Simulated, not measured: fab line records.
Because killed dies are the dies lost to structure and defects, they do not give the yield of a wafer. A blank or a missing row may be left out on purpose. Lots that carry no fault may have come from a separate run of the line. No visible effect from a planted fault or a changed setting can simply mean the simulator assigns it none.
fab line records	flow ritCmos
[record] lots = 5	wafers = 23
route steps=202 shown ACTIVE@4 PWELL@47 NRETRO@54 PRETRO@65 GATE@81 REOX@101 NLDD@104 M1@202
startH: hours from the record's first day to the start of the lot's first wafer shown	waitH: how many hours have passed since the lot's step before this one	" the same as in the row above	L1.1+2: a single row standing in for several wafers	- value missing, or start not given	* or withheld: withheld	< > ~ a bound
route shown NAME@n: NAME is a module with steps in the file, n the number in the route of the first one	usual: mean/standard deviation taken from wafers without a fault	same: alike in all rows	chamber/n: place in a boat	sites: readings site by site	_std_site: the values' standard deviation	_edge_site: outer sites' mean less inner sites'	radiusMm: for every site, how far away it sits from the centre of the wafer	mask NAME#n: copy n	behind: the most recent tool/chamber to have shaped the wafer	hold: reason for holding the lot/hours on hold/outcome of the hold	device: the transistor (n, p or np) that didn't switch	end of line: the route-end tests of the same wafers	a step with no rows: only its recipe	killed: the dies lost at the first sort to structure and to defects; this is not the yield of the wafer	map: a wafer's dies, marking killed ones x, the rest . and places with no die _
set.NAME: the run value of the setting; set.NAME@STEP: its run value at that earlier step	model.NAME: the simulator's own value behind a step, which no gauge read
lots where settings were altered on purpose, with a table for each step and a row for each wafer
[[steps]]
[step RIT_ACTIVE_CVD_03]
[recipe] material = Si3N4	targetThkNm = 150	tempC = 810	precursor = SiH2Cl2/NH3	timeS = 1500	pressureMtorr = 300	sih2cl2FlowSccm = 60	nh3FlowSccm = 150
lot.wafer	tool	chamber	startH	waitH	set.tempC	model.Si3N4_of_ACTIVE_CVD_03.thkNm
L074.1+3	-	-	-	0.1	810	150.8
L074.2+6	"	-	"	"	810	150.7
L074.4	"	-	"	"	810	151.2
L076.2	lpcvd-02	0	22.11	0.0	810	151.8
L076.4	"	0	"	"	810	151.5
L076.6	"	0	"	"	810	152
L078.1	-	-	-	0.1	823	189.6
L078.2	"	-	"	"	823	188.8
L078.3	"	-	"	"	823	189.2
L078.4	"	-	"	"	823	188.6
L078.5	"	-	"	"	823	189.9
L079.1	-	-	-	0.1	810	151.8
L079.2	"	-	"	"	810	152
L079.4	"	-	"	"	810	150.4
L079.5	"	-	"	"	810	152.1
L079.6	"	-	"	"	810	152.2
L083.1	-	-	-	1.4	831.9	218.7
L083.2	"	-	"	"	831.9	218.4
L083.3	"	-	"	"	831.9	219.1
L083.4	"	-	"	"	831.9	217.2
L083.5	"	-	"	"	831.9	219.2
[step RIT_ACTIVE_THK_MEAS_04]
[recipe] reads = Si3N4_of_ACTIVE_CVD_03
[usual] ACTIVE_NITRIDE_THK = 150.7/1.2
lot.wafer	tool	chamber	startH	waitH	set.tempC@ACTIVE_CVD_03	ACTIVE_NITRIDE_THK[nm]
L074.1	filmMetro-04	-	-	-	810	150.7
L074.2	"	-	"	"	810	150.5
L074.3	"	-	"	"	810	150.8
L074.4	"	-	"	"	810	151.3
L074.6	"	-	"	"	810	150.8
L076.2	filmMetro-04	-	23.54	0.0	810	151.8
L076.4	"	-	"	"	810	151.6
L076.6	"	-	"	"	810	152.0
L078.1	filmMetro-04	-	-	-	823	189.6
L078.2	"	-	"	"	823	188.9
L078.3	"	-	"	"	823	189.4
L078.4	"	-	"	"	823	188.6
L078.5	"	-	"	"	823	189.9
L079.1	filmMetro-04	-	-	-	810	151.8
L079.2	"	-	"	"	810	151.9
L079.4	"	-	"	"	810	150.5
L079.5	"	-	"	"	810	152.2
L079.6	"	-	"	"	810	152.3
L083.1	filmMetro-03	-	-	-	831.9	218.7
L083.2	"	-	"	"	831.9	218.4
L083.3	"	-	"	"	831.9	219.3
L083.4	"	-	"	"	831.9	217.0
L083.5	"	-	"	"	831.9	219.3
[step RIT_ACTIVE_HARDBAKE_12]
[recipe] resist = NOVOLAK	tempC = 140	timeS = 60
lot.wafer	tool	chamber	startH	waitH	set.tempC	model.NOVOLAK_of_ACTIVE_COAT_06.thkNm
L074.1	lithoTrack-04	0	15.81	0.3	140	882.7
L074.2	"	0	"	"	136	891.5
L074.3	"	0	"	"	136	888.6
L074.4	"	0	"	"	140	885
L074.6	"	0	"	"	140	879.7
L076.2	lithoTrack-03	0	24.58	0.1	140	886.5
L076.4	"	0	"	"	140	884
L076.6	"	0	"	"	140	882.9
L078.1	lithoTrack-04	0	34.56	0.1	140	879.2
L078.2	"	0	"	"	140	880.2
L078.3	"	0	"	"	137.2	884
L078.4	"	0	"	"	137.2	886
L078.5	"	0	"	"	137.2	885.3
L079.1	lithoTrack-03	0	40.79	0.1	136.4	892.5
L079.2	"	0	"	"	140	886.5
L079.4	"	0	"	"	136.4	890.1
L079.5	"	0	"	"	140	885.9
L079.6	"	0	"	"	140	884.9
L083.1	lithoTrack-04	0	62.75	0.4	140	878.5
L083.2	"	0	"	"	140	877
L083.3	"	0	"	"	140	878.4
L083.4	"	0	"	"	140	882.7
L083.5	"	0	"	"	140	878
[step RIT_ACTIVE_ETCH_13]
[recipe] stopOn = SiO2	chemistry = SF6	target = Si3N4	timeS = 210	overEtchFrac = 0.4	SF6_flow_sccm = 200	pressureMtorr = 260	rfW = 125	targetDepthA = 2100
[usual] oesProductAu = 0.822/0.013
lot.wafer	tool	chamber	startH	waitH	set.tempC@ACTIVE_CVD_03	oesProductAu	model.etch.depthNm	model.ACTIVE.featureDepthNm
L074.1	rieDiel-03	3	15.96	0.1	810	0.831	150.8	150.8
L074.2	"	2	"	"	810	0.841	150.7	150.7
L074.3	"	0	"	"	810	0.840	150.8	150.8
L074.4	"	1	"	"	810	0.822	151.2	153.5
L074.6	"	3	"	"	810	0.828	150.7	150.7
L076.2	rieDiel-01	3	24.71	0.1	810	0.819	151.8	152.2
L076.4	"	2	"	"	810	0.825	151.5	153.2
L076.6	"	2	"	"	810	0.828	152	153.7
L078.1	rieDiel-04	2	34.71	0.1	823	0.913	189.6	189.6
L078.2	"	0	"	"	823	0.933	188.8	191
L078.3	"	1	"	"	823	0.926	189.2	189.8
L078.4	"	3	"	"	823	0.918	188.6	192
L078.5	"	2	"	"	823	0.923	189.9	189.9
L079.1	rieDiel-01	0	40.94	0.1	810	0.834	151.8	151.8
L079.2	"	2	"	"	810	0.840	152	153.7
L079.4	"	3	"	"	810	0.812	150.4	150.8
L079.5	"	1	"	"	810	0.817	152.1	152.1
L079.6	"	2	"	"	810	0.834	152.2	154
L083.1	rieDiel-04	0	62.90	0.1	831.9	1.020	218.7	218.9
L083.2	"	1	"	"	831.9	0.982	211.4	211.4
L083.3	"	3	"	"	831.9	1.005	219.1	220.2
L083.4	"	2	"	"	831.9	0.948	201.5	201.5
L083.5	"	2	"	"	831.9	0.953	202.9	202.9
[step RIT_PWELL_IMPLANT_08]
[recipe] species = B	energyKev = 170	doseCm2 = 7e+13	tiltDeg = 7
lot.wafer	tool	chamber	startH	waitH	set.energyKev	model.implant.drpNm
L074.1+4	implanter-04	0	25.21	0.2	164.9	101.8
L074.2+3+6	"	0	"	"	170	102.9
L076.2+4+6	implanter-02	0	34.10	0.2	170	102.9
L078.1+3+4	implanter-01	0	45.24	0.2	170	102.9
L078.2+5	"	0	"	"	164.3	101.7
L079.1+6	implanter-02	0	48.43	0.2	164.6	101.7
L079.2+4+5	"	0	"	"	170	102.9
L083.1+2+3+4+5	implanter-02	0	72.38	0.2	170	102.9
[step RIT_NRETRO_COAT_01]
[recipe] resist = NOVOLAK	spinRpm = 2000	resistThkNm = 1300
lot.wafer	tool	chamber	startH	waitH	set.spinRpm	model.NOVOLAK_of_NRETRO_COAT_01.thkNm
L074.1	lithoTrack-01	0	33.96	0.1	1889	1338
L074.2	"	0	"	"	1889	1344
L074.3+4	"	0	"	"	2000	1302
L074.6	"	0	"	"	1889	1337
L076.2	lithoTrack-02	0	40.69	0.1	2000	1305
L076.4	"	0	"	"	2000	1306
L076.6	"	0	"	"	2000	1307
L078.1	lithoTrack-02	0	51.10	0.1	2000	1300
L078.2	"	0	"	"	2105	1272
L078.3	"	0	"	"	2105	1270
L078.4	"	0	"	"	2000	1299
L078.5	"	0	"	"	2000	1301
L079.1	lithoTrack-01	0	54.37	0.1	1868	1345
L079.2	"	0	"	"	1868	1343
L079.4	"	0	"	"	2000	1301
L079.5	"	0	"	"	1868	1346
L079.6	"	0	"	"	2000	1299
L083.1	lithoTrack-01	0	78.42	0.1	2000	1305
L083.2	"	0	"	"	2000	1308
L083.3	"	0	"	"	1853	1357
L083.4	"	0	"	"	1853	1360
L083.5	"	0	"	"	2000	1304
[step RIT_NRETRO_SOFTBAKE_02]
[recipe] resist = NOVOLAK	tempC = 90	timeS = 60
[step RIT_NRETRO_EXPOSE_03]
[recipe] maskId = M4	na = 0.57	targetCdNm = 43900	doseMj = 250
[step RIT_NRETRO_DEVELOP_05]
[recipe] resist = NOVOLAK	developTimeS = 68	devTempC = 23
[step RIT_NRETRO_HARDBAKE_07]
[recipe] resist = NOVOLAK	tempC = 140	timeS = 120
lot.wafer	tool	chamber	startH	waitH	set.spinRpm@NRETRO_COAT_01	model.NOVOLAK_of_NRETRO_COAT_01.thkNm
L074.1	lithoTrack-01	0	34.84	0.0	1889	1170
L074.2	"	0	"	"	1889	1174
L074.3	"	0	"	"	2000	1138
L074.4	"	0	"	"	2000	1139
L074.6	"	0	"	"	1889	1168
L076.2	lithoTrack-01	0	41.52	0.1	2000	1141
L076.4	"	0	"	"	2000	1142
L076.6	"	0	"	"	2000	1143
L078.1	lithoTrack-01	0	51.99	0.0	2000	1137
L078.2	"	0	"	"	2105	1112
L078.3	"	0	"	"	2105	1111
L078.4	"	0	"	"	2000	1136
L078.5	"	0	"	"	2000	1138
L079.1+5	lithoTrack-01	0	55.13	0.0	1868	1176
L079.2	"	0	"	"	1868	1174
L079.4	"	0	"	"	2000	1138
L079.6	"	0	"	"	2000	1136
L083.1	lithoTrack-03	0	79.31	0.0	2000	1142
L083.2	"	0	"	"	2000	1144
L083.3	"	0	"	"	1853	1186
L083.4	"	0	"	"	1853	1188
L083.5	"	0	"	"	2000	1140
[step RIT_NRETRO_IMPLANT_08]
[recipe] species = P	energyKev = 70	doseCm2 = 1e+13	tiltDeg = 7
lot.wafer	tool	chamber	startH	waitH	set.energyKev	model.implant.rpNm	model.implant.drpNm
L074.1+2+3+4+6	implanter-03	0	35.09	0.2	70	88.57	33.94
L076.2+4+6	implanter-01	0	41.75	0.2	70	85.64	33.94
L078.1+2+3	implanter-03	0	52.24	0.2	70	88.69	33.94
L078.4+5	"	0	"	"	73.65	93.45	35.42
L079.1+2	implanter-03	0	55.38	0.2	70	83.7	33.94
L079.4+5+6	"	0	"	"	73.89	88.48	35.51
L083.1+3+5	implanter-03	0	79.56	0.2	68.41	82.54	33.28
L083.2+4	"	0	"	"	70	84.51	33.94
[step RIT_PRETRO_COAT_01]
[recipe] resist = NOVOLAK	spinRpm = 2000	resistThkNm = 1300
lot.wafer	tool	chamber	startH	waitH	set.resistThkNm	model.NOVOLAK_of_PRETRO_COAT_01.thkNm
L074.1+6	lithoTrack-01	0	35.62	0.1	1341	1346
L074.2	"	0	"	"	1300	1308
L074.3	"	0	"	"	1300	1305
L074.4	"	0	"	"	1300	1309
L076.2	lithoTrack-04	0	42.40	0.1	1300	1297
L076.4	"	0	"	"	1300	1299
L076.6	"	0	"	"	1300	1305
L078.1	lithoTrack-03	0	52.78	0.1	1300	1292
L078.2	"	0	"	"	1358	1356
L078.3	"	0	"	"	1300	1298
L078.4	"	0	"	"	1358	1353
L078.5	"	0	"	"	1300	1297
L079.1	lithoTrack-03	0	55.92	0.1	1348	1347
L079.2	"	0	"	"	1300	1299
L079.4	"	0	"	"	1348	1350
L079.5	"	0	"	"	1348	1348
L079.6	"	0	"	"	1300	1298
L083.1	lithoTrack-03	0	80.09	0.1	1357	1360
L083.2	"	0	"	"	1300	1298
L083.3	"	0	"	"	1357	1355
L083.4	"	0	"	"	1357	1359
L083.5	"	0	"	"	1300	1299
[step RIT_GATE_OXIDATION_05]
[recipe] tempC = 900	ambient = O2	targetThkA = 30	oxTimeS = 270
lot.wafer	tool	chamber	startH	waitH	set.tempC	model.SiO2_of_GATE_OXIDATION_05.thkNm
L074.1	-	-	-	1.7	900	3.015
L074.2	"	-	"	"	900	3.03
L074.3	"	-	"	"	900	3.023
L074.4	"	-	"	"	900	2.999
L074.6	"	-	"	"	900	3.025
L076.2	furnace-03	0	44.52	0.2	900	3.08
L076.4	"	0	"	"	900	3.034
L076.6	"	0	"	"	900	3.095
L078.1	-	-	-	0.9	882.7	2.504
L078.2	"	-	"	"	882.7	2.465
L078.3	"	-	"	"	882.7	2.441
L078.4	"	-	"	"	882.7	2.456
L078.5	"	-	"	"	882.7	2.433
L079.1	-	-	-	0.7	919.7	3.845
L079.2	"	-	"	"	919.7	3.795
L079.4	"	-	"	"	919.7	3.86
L079.5	"	-	"	"	919.7	3.809
L079.6	"	-	"	"	919.7	3.83
L083.1	-	-	-	0.4	916.5	3.676
L083.2	"	-	"	"	916.5	3.72
L083.3	"	-	"	"	916.5	3.681
L083.4	"	-	"	"	916.5	3.659
L083.5	"	-	"	"	916.5	3.67
[step RIT_GATE_ANNEAL_06]
[recipe] tempC = 900	timeS = 600	ambient = N2O
[step RIT_GATE_THK_MEAS_07]
[recipe] reads = SiO2_of_GATE_OXIDATION_05
[usual] GATE_OXIDE_THK = 3.02/0.053
lot.wafer	tool	chamber	startH	waitH	set.tempC@GATE_OXIDATION_05	GATE_OXIDE_THK[nm]
L074.1	filmMetro-01	-	41.84	0.0	900	2.97
L074.2	"	-	"	"	900	3.05
L074.3	"	-	"	"	900	2.95
L074.4	"	-	"	"	900	3.03
L074.6	"	-	"	"	900	3.06
L076.2	filmMetro-01	-	45.85	0.0	900	3.05
L076.4	"	-	"	"	900	3.08
L076.6	"	-	"	"	900	3.11
L078.1	filmMetro-03	-	58.18	0.0	882.7	2.48
L078.2	"	-	"	"	882.7	2.43
L078.3	"	-	"	"	882.7	2.50
L078.4	"	-	"	"	882.7	2.41
L078.5	"	-	"	"	882.7	2.44
L079.1	filmMetro-01	-	59.81	0.0	919.7	3.80
L079.2	"	-	"	"	919.7	3.85
L079.4	"	-	"	"	919.7	3.83
L079.5	"	-	"	"	919.7	3.84
L079.6	"	-	"	"	919.7	3.84
L083.1	filmMetro-01	-	83.81	0.0	916.5	3.67
L083.2	"	-	"	"	916.5	3.76
L083.3	"	-	"	"	916.5	3.75
L083.4	"	-	"	"	916.5	3.63
L083.5	"	-	"	"	916.5	3.67
[step RIT_GATE_CVD_08]
[recipe] material = poly-Si	targetThkNm = 250	tempC = 610	precursor = SiH4	timeS = 2220	pressureMtorr = 300	sih4FlowSccm = 100
lot.wafer	tool	chamber	startH	waitH	set.pressureMtorr	model.poly-Si_of_GATE_CVD_08.thkNm
L074.1	-	-	-	0.1	272.8	243.8
L074.2	"	-	"	"	272.8	241.2
L074.3	"	-	"	"	272.8	242.6
L074.4	"	-	"	"	272.8	242.7
L074.6	"	-	"	"	272.8	243.6
L076.2	lpcvd-01	1	46.64	0.8	300	250.5
L076.4	"	1	"	"	300	251.5
L076.6	"	1	"	"	300	249.3
L078.1	-	-	-	0.1	283.1	244.9
L078.2	"	-	"	"	283.1	243.8
L078.3+5	"	-	"	"	283.1	244.3
L078.4	"	-	"	"	283.1	243.3
L079.1	-	-	-	0.4	328.6	264.3
L079.2	"	-	"	"	328.6	262.5
L079.4	"	-	"	"	328.6	264.7
L079.5	"	-	"	"	328.6	262.4
L079.6	"	-	"	"	328.6	262
L083.1+4	-	-	-	0.1	300	245
L083.2	"	-	"	"	300	247.8
L083.3	"	-	"	"	300	245.5
L083.5	"	-	"	"	300	248.7
[step RIT_GATE_DEVELOP_15]
[recipe] resist = NOVOLAK	developTimeS = 50	devTempC = 23
lot.wafer	tool	chamber	startH	waitH	set.devTempC
L074.1+2+4	lithoTrack-03	0	-	-	24.58
L074.3+6	"	0	"	"	23
L076.2+4+6	lithoTrack-03	0	-	-	23
L078.1+3	lithoTrack-03	0	-	-	23
L078.2+4+5	"	0	"	"	21.39
L079.1+2+4	lithoTrack-02	0	-	-	21.75
L079.5+6	"	0	"	"	23
L083.1+3	lithoTrack-02	0	-	-	20.79
L083.2+4+5	"	0	"	"	23
[step RIT_REOX_OXIDATION_03]
[recipe] tempC = 900	ambient = O2	targetThkA = 252	oxTimeS = 5580
lot.wafer	tool	chamber	startH	waitH	set.oxTimeS	model.SiO2_of_REOX_OXIDATION_03.thkNm
L074.1+6	-	-	-	0.0	5116	24.03
L074.2	"	-	"	"	5116	23.91
L074.3	"	-	"	"	5116	23.87
L074.4	"	-	"	"	5116	23.65
L076.2	furnace-01	0	52.41	2.0	5580	25.48
L076.4	"	0	"	"	5580	25.56
L076.6	"	0	"	"	5580	25.69
L078.1	-	-	-	0.1	4885	23.28
L078.2	"	-	"	"	4885	23
L078.3	"	-	"	"	4885	22.89
L078.4	"	-	"	"	4885	23.29
L078.5	"	-	"	"	4885	23.07
L079.1	-	-	-	0.5	5015	23.42
L079.2	"	-	"	"	5015	23.96
L079.4	"	-	"	"	5015	23.5
L079.5	"	-	"	"	5015	23.36
L079.6	"	-	"	"	5015	24.16
L083.1	-	-	-	0.0	5580	25.17
L083.2	"	-	"	"	5580	24.88
L083.3	"	-	"	"	5580	25.64
L083.4	"	-	"	"	5580	25.55
L083.5	"	-	"	"	5580	24.83
[step RIT_REOX_THK_MEAS_04]
[recipe] reads = SiO2_of_REOX_OXIDATION_03
[usual] REOX_OXIDE_THK = 25.2/0.5
lot.wafer	tool	chamber	startH	waitH	set.oxTimeS@REOX_OXIDATION_03	REOX_OXIDE_THK[nm]
L074.1	filmMetro-01	-	-	-	5116	24.1
L074.2	"	-	"	"	5116	23.9
L074.3	"	-	"	"	5116	23.9
L074.4	"	-	"	"	5116	23.7
L074.6	"	-	"	"	5116	24.0
L076.2	filmMetro-04	-	54.97	0.0	5580	25.5
L076.4	"	-	"	"	5580	25.6
L076.6	"	-	"	"	5580	25.7
L078.1	filmMetro-01	-	-	-	4885	23.3
L078.2	"	-	"	"	4885	23.0
L078.3	"	-	"	"	4885	22.9
L078.4	"	-	"	"	4885	23.3
L078.5	"	-	"	"	4885	23.1
L079.1	filmMetro-01	-	-	-	5015	23.4
L079.2	"	-	"	"	5015	23.9
L079.4	"	-	"	"	5015	23.5
L079.5	"	-	"	"	5015	23.3
L079.6	"	-	"	"	5015	24.1
L083.1	filmMetro-03	-	-	-	5580	25.2
L083.2	"	-	"	"	5580	24.9
L083.3	"	-	"	"	5580	25.6
L083.4	"	-	"	"	5580	25.6
L083.5	"	-	"	"	5580	24.8
[step RIT_NLDD_COAT_01]
[recipe] resist = NOVOLAK	spinRpm = 3250	resistThkNm = 1000
lot.wafer	tool	chamber	startH	waitH	set.spinRpm	model.NOVOLAK_of_NLDD_COAT_01.thkNm
L074.1	lithoTrack-02	0	49.11	0.1	3443	971.2
L074.2	"	0	"	"	3443	968.3
L074.3	"	0	"	"	3443	969.2
L074.4	"	0	"	"	3250	998
L074.6	"	0	"	"	3250	998.1
L076.2	lithoTrack-02	0	55.22	0.1	3250	1004
L076.4	"	0	"	"	3250	1001
L076.6	"	0	"	"	3250	1002
L078.1	lithoTrack-02	0	64.81	0.1	3377	979.4
L078.2	"	0	"	"	3250	1001
L078.3	"	0	"	"	3250	1000
L078.4	"	0	"	"	3377	979.6
L078.5	"	0	"	"	3377	978.6
L079.1+6	lithoTrack-01	0	67.36	0.1	3250	1005
L079.2	"	0	"	"	3250	1003
L079.4	"	0	"	"	3250	1007
L079.5	"	0	"	"	3250	1008
L083.1+2	lithoTrack-01	0	91.63	0.1	3032	1039
L083.3	"	0	"	"	3250	1003
L083.4	"	0	"	"	3032	1037
L083.5	"	0	"	"	3250	1000
[step RIT_NLDD_SOFTBAKE_02]
[recipe] resist = NOVOLAK	tempC = 90	timeS = 60
[step RIT_NLDD_EXPOSE_03]
[recipe] maskId = M7	na = 0.57	targetCdNm = 40700	doseMj = 250
[step RIT_NLDD_DEVELOP_05]
[recipe] resist = NOVOLAK	developTimeS = 50	devTempC = 23
[step RIT_NLDD_HARDBAKE_07]
[recipe] resist = NOVOLAK	tempC = 140	timeS = 60
lot.wafer	tool	chamber	startH	waitH	set.spinRpm@NLDD_COAT_01	model.NOVOLAK_of_NLDD_COAT_01.thkNm
L074.1	lithoTrack-04	0	49.84	0.0	3443	858.6
L074.2	"	0	"	"	3443	856.1
L074.3	"	0	"	"	3443	856.8
L074.4	"	0	"	"	3250	882
L074.6	"	0	"	"	3250	882.2
L076.2	lithoTrack-02	0	55.96	0.0	3250	887.1
L076.4	"	0	"	"	3250	884.9
L076.6	"	0	"	"	3250	885.4
L078.1	lithoTrack-04	0	65.54	0.0	3377	865.8
L078.2	"	0	"	"	3250	884.6
L078.3	"	0	"	"	3250	883.9
L078.4	"	0	"	"	3377	865.9
L078.5	"	0	"	"	3377	865
L079.1	lithoTrack-01	0	68.22	0.0	3250	888.1
L079.2	"	0	"	"	3250	886.8
L079.4	"	0	"	"	3250	889.6
L079.5	"	0	"	"	3250	890.6
L079.6	"	0	"	"	3250	888.4
L083.1	lithoTrack-01	0	92.36	0.0	3032	917.6
L083.2	"	0	"	"	3032	918.3
L083.3	"	0	"	"	3250	886.1
L083.4	"	0	"	"	3032	916.1
L083.5	"	0	"	"	3250	884
[step RIT_NLDD_IMPLANT_08]
[recipe] species = P	energyKev = 20	doseCm2 = 5e+14	tiltDeg = 7
lot.wafer	tool	chamber	startH	waitH	set.doseCm2
L074.1+4	implanter-01	0	49.99	0.1	5e+14
L074.2+3+6	"	0	"	"	4.897e+14
L076.2+4+6	implanter-04	0	56.11	0.1	5e+14
L078.1+2	implanter-03	0	65.69	0.1	5e+14
L078.3+4+5	"	0	"	"	5.151e+14
L079.1+5+6	implanter-01	0	68.37	0.1	4.793e+14
L079.2+4	"	0	"	"	5e+14
L083.1+2+5	implanter-01	0	92.51	0.1	4.848e+14
L083.3+4	"	0	"	"	5e+14
[step RIT_M1_PROBE_99]
lot.wafer	tool	chamber	startH	waitH	set.tempC@GATE_OXIDATION_05	set.devTempC@GATE_DEVELOP_15	model.etest.nmos_0p15.driveUaUm	model.etest.nmos_0p3.driveUaUm	model.etest.nmos_0p3.rOnOhmUm	model.etest.nmosNarrow.driveUaUm	model.etest.pmos_0p15.rOnOhmUm	model.etest.pmos_0p3.rOnOhmUm
L074.1	prober-02	-	65.49	0.1	900	24.58	428.8	217.2	2240	215.7	2818	6378
L074.2	prober-02	-	65.54	0.1	900	24.58	426.2	215.8	2253	212	2773	6227
L074.3	prober-02	-	65.59	0.2	900	23	459.6	224.1	2161	220.7	2643	6120
L074.4	prober-02	-	65.64	0.2	900	24.58	422.6	218.4	2217	214.3	2888	6278
L074.6	prober-02	-	65.74	0.2	900	23	470.4	223.8	2164	220.4	2599	6114
L076.2	prober-02	-	71.62	0.1	900	23	467.2	215.4	2187	215.2	2660	6324
L076.4	prober-02	-	71.72	0.2	900	23	476.7	219.2	2149	223.5	2623	6197
L076.6	prober-02	-	71.82	0.2	900	23	469.8	216.3	2182	218	2661	6272
L078.1	prober-02	-	81.09	0.1	882.7	23	547.2	281.1	1935	289.3	2437	5288
L079.1	prober-02	-	83.59	0.1	919.7	21.75	416.8	161	2481	158.8	2700	7242
L079.2	prober-02	-	83.64	0.1	919.7	21.75	434	169.2	2420	169.4	2741	7308
L079.4	prober-02	-	83.74	0.2	919.7	21.75	432.8	165.7	2446	164.4	2744	7204
L079.5	prober-02	-	83.79	0.2	919.7	23	404.5	165.8	2515	164.4	2867	7334
L079.6	prober-02	-	83.84	0.2	919.7	23	389.9	158	2558	158.9	2910	7486
L083.3	prober-02	-	108.21	0.2	916.5	20.79	438	180.6	2382	188.7	2822	7178
// killed by level:class
L076.2 FOX1:geometricParticle:open=2 FOX1:geometricParticle:short=2 GATE:geometricParticle:open=1 REOX:geometricParticle:short=1
L076.4 GATE:geometricParticle:short=4 GATE:geometricParticle:open=2 FOX1:geometricParticle:short=1 FOX1:geometricParticle:open=1 FOX2:geometricParticle:short=1 FOX2:geometricParticle:open=1 REOX:geometricParticle:short=1 SILICIDE:geometricParticle:short=1
L076.6 GATE:geometricParticle:short=3 GATE:geometricParticle:open=2 FOX1:geometricParticle:open=1 REOX:geometricParticle:open=1 SILICIDE:geometricParticle:open=1
[[key]]
[split] step = RIT_ACTIVE_CVD_03	setting = tempC	stated = 810	by = lot
[response] step = RIT_ACTIVE_CVD_03	reading = model.Si3N4_of_ACTIVE_CVD_03.thkNm	change = +24.6	per = 1%	r = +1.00
[response] step = RIT_ACTIVE_THK_MEAS_04	reading = ACTIVE_NITRIDE_THK	change = +24.6	per = 1%	r = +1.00
[response] step = RIT_ACTIVE_ETCH_13	reading = oesProductAu	change = +0.057	per = 1%	r = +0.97
[response] step = RIT_ACTIVE_ETCH_13	reading = model.etch.depthNm	change = +22.2	per = 1%	r = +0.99
[response] step = RIT_ACTIVE_ETCH_13	reading = model.ACTIVE.featureDepthNm	change = +22.1	per = 1%	r = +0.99
[split] step = RIT_ACTIVE_HARDBAKE_12	setting = tempC	stated = 140	by = wafer
[response] step = RIT_ACTIVE_HARDBAKE_12	reading = model.NOVOLAK_of_ACTIVE_COAT_06.thkNm	change = -2.48	per = 1%	r = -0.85
[split] step = RIT_PWELL_IMPLANT_08	setting = energyKev	stated = 170	by = wafer
[response] step = RIT_PWELL_IMPLANT_08	reading = model.implant.drpNm	change = +0.364	per = 1%	r = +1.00
[split] step = RIT_NRETRO_COAT_01	setting = spinRpm	stated = 2000	by = wafer
[response] step = RIT_NRETRO_COAT_01	reading = model.NOVOLAK_of_NRETRO_COAT_01.thkNm	change = -6.7	per = 1%	r = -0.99
[response] step = RIT_NRETRO_HARDBAKE_07	reading = model.NOVOLAK_of_NRETRO_COAT_01.thkNm	change = -5.77	per = 1%	r = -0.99
[split] step = RIT_NRETRO_IMPLANT_08	setting = energyKev	stated = 70	by = wafer
[response] step = RIT_NRETRO_IMPLANT_08	reading = model.implant.rpNm	change = +0.883	per = 1%	r = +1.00
[response] step = RIT_NRETRO_IMPLANT_08	reading = model.implant.drpNm	change = +0.284	per = 1%	r = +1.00
[split] step = RIT_PRETRO_COAT_01	setting = resistThkNm	stated = 1300	by = wafer
[response] step = RIT_PRETRO_COAT_01	reading = model.NOVOLAK_of_PRETRO_COAT_01.thkNm	change = +13.2	per = 1%	r = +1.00
[split] step = RIT_GATE_OXIDATION_05	setting = tempC	stated = 900	by = lot
[response] step = RIT_GATE_OXIDATION_05	reading = model.SiO2_of_GATE_OXIDATION_05.thkNm	change = +0.333	per = 1%	r = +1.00
[response] step = RIT_GATE_THK_MEAS_07	reading = GATE_OXIDE_THK	change = +0.338	per = 1%	r = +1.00
[response] step = RIT_M1_PROBE_99	reading = model.etest.pmos_0p3.rOnOhmUm	change = +494	per = 1%	r = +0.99
[response] step = RIT_M1_PROBE_99	reading = model.etest.nmos_0p3.rOnOhmUm	change = +130	per = 1%	r = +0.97
[response] step = RIT_M1_PROBE_99	reading = model.etest.nmosNarrow.driveUaUm	change = -26.8	per = 1%	r = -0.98
[response] step = RIT_M1_PROBE_99	reading = model.etest.nmos_0p3.driveUaUm	change = -26.3	per = 1%	r = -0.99
[split] step = RIT_GATE_CVD_08	setting = pressureMtorr	stated = 300	by = lot
[response] step = RIT_GATE_CVD_08	reading = model.poly-Si_of_GATE_CVD_08.thkNm	change = +1.11	per = 1%	r = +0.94
[split] step = RIT_GATE_DEVELOP_15	setting = devTempC	stated = 23	by = wafer
[response] step = RIT_M1_PROBE_99	reading = model.etest.pmos_0p15.rOnOhmUm	change = +29.8	per = 1%	r = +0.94
[response] step = RIT_M1_PROBE_99	reading = model.etest.nmos_0p15.driveUaUm	change = -5.68	per = 1%	r = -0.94
[split] step = RIT_REOX_OXIDATION_03	setting = oxTimeS	stated = 5580	by = lot
[response] step = RIT_REOX_OXIDATION_03	reading = model.SiO2_of_REOX_OXIDATION_03.thkNm	change = +0.175	per = 1%	r = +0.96
[response] step = RIT_REOX_THK_MEAS_04	reading = REOX_OXIDE_THK	change = +0.176	per = 1%	r = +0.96
[split] step = RIT_NLDD_COAT_01	setting = spinRpm	stated = 3250	by = wafer
[response] step = RIT_NLDD_COAT_01	reading = model.NOVOLAK_of_NLDD_COAT_01.thkNm	change = -5.23	per = 1%	r = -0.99
[response] step = RIT_NLDD_HARDBAKE_07	reading = model.NOVOLAK_of_NLDD_COAT_01.thkNm	change = -4.58	per = 1%	r = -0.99
[split] step = RIT_NLDD_IMPLANT_08	setting = doseCm2	stated = 5e+14	by = wafer
response none in this file
